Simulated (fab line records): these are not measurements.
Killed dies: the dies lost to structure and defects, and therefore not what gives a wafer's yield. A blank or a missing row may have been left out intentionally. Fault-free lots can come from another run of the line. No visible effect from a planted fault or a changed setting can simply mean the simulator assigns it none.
Code-filled problem report in 8D (eight disciplines) form :: flow ritCmos :: the parts of the form that need people (team, actions taken, sign-off) are left out

== 1. WHAT WENT WRONG ==
At RIT_M1_PROBE_99, killedAtFrontEnd averages 75 over 6 wafers from 2 lots, while fault-free wafers read 7, standard deviation 3.1. Measured from the usual mean, that is +22 standard deviations.
First seen on wafer L366.1, day 6 04:11, on prober-01. The record holds 42 wafers of 14 lots with a number at this step. By rule, "out" or "out of limits" means more than 4 standard deviations away from the usual mean. The other wafers with a number count as sound.

== 2. WHAT IT IS; WHAT IT IS NOT ==
question: which readings at this step
is: killedAtFrontEnd, killedDies, killedOnRim
is not: killed_at_M0_to_M3, killedAtContacts, killedOpen, killedShort

question: which lots
is: L366, L367
is not: L354, L355, L356, L357, L358, L360, L362, L363, L364, L374, L376, L377

question: which wafers of those lots
is: all that have a number
is not: -

question: read on which tools
is: prober-01, prober-02
is not: -

question: when
is: from day 6 04:11
is not: up to then (27 sound wafers); but 9 sound wafers of L374, L376, L377 came after

== 3. THE SUSPECTS, EACH WITH WHAT RULES IT OUT ==
Counting: a tool at any process step up to the reading remains a suspect when it ran all the lots that are out and ran no sound lot after the first of those.
- furnace-04 at RIT_REOX_OXIDATION_03 (target thk 25.2 nm, ox time 5580 s): kept. It ran every lot that is out, first L366 (day 5 08:14), and no sound lot after that; its last sound lot up to then is L364 (day 4 22:26).
Left after counting: furnace-04 at RIT_REOX_OXIDATION_03.

== 4. THE CAUSE (what the simulator had put in) ==
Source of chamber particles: furnace-04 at RIT_REOX_OXIDATION_03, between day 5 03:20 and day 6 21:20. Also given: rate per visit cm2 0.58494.
Counting left only this tool.

== 5. SEQUENCE OF EFFECTS, ordered by route ==
Each row: a reading where the mean over the struck wafers with a number is more than 3 standard deviations away from the usual. Only readings for which the record gives a usual standard deviation are gone through. hours: the time from each lot's start at the first step in this table that gives one to its start at this step, as a median over the lots. sigmas: the change in usual standard deviations.
hours: 0
step: RIT_M1_PROBE_99
reading: killedAtFrontEnd
usual: 7
on struck wafers: 75
change: +68
sigmas: +22

hours: 0
step: RIT_M1_PROBE_99
reading: killedDies
usual: 7
on struck wafers: 75
change: +68
sigmas: +21

hours: 0
step: RIT_M1_PROBE_99
reading: killedOnRim
usual: 1.8
on struck wafers: 19.5
change: +17.7
sigmas: +13
Its process steps:
- RIT_M1_PROBE_99

== 6. HOW IT WOULD HAVE BEEN CAUGHT EARLIER ==
The fault began at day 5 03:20; the first out-of-limits reading in this record came at day 6 04:11, 25 hours later.
Tool readings at RIT_REOX_OXIDATION_03 with a usual standard deviation given in the record: none out on any struck wafer, hence no alarm at a limit of 4 standard deviations on them.
By day 6 04:11, every lot that is out (2) had started RIT_REOX_OXIDATION_03 on furnace-04. Holding the tool at that point would not have protected any of them.
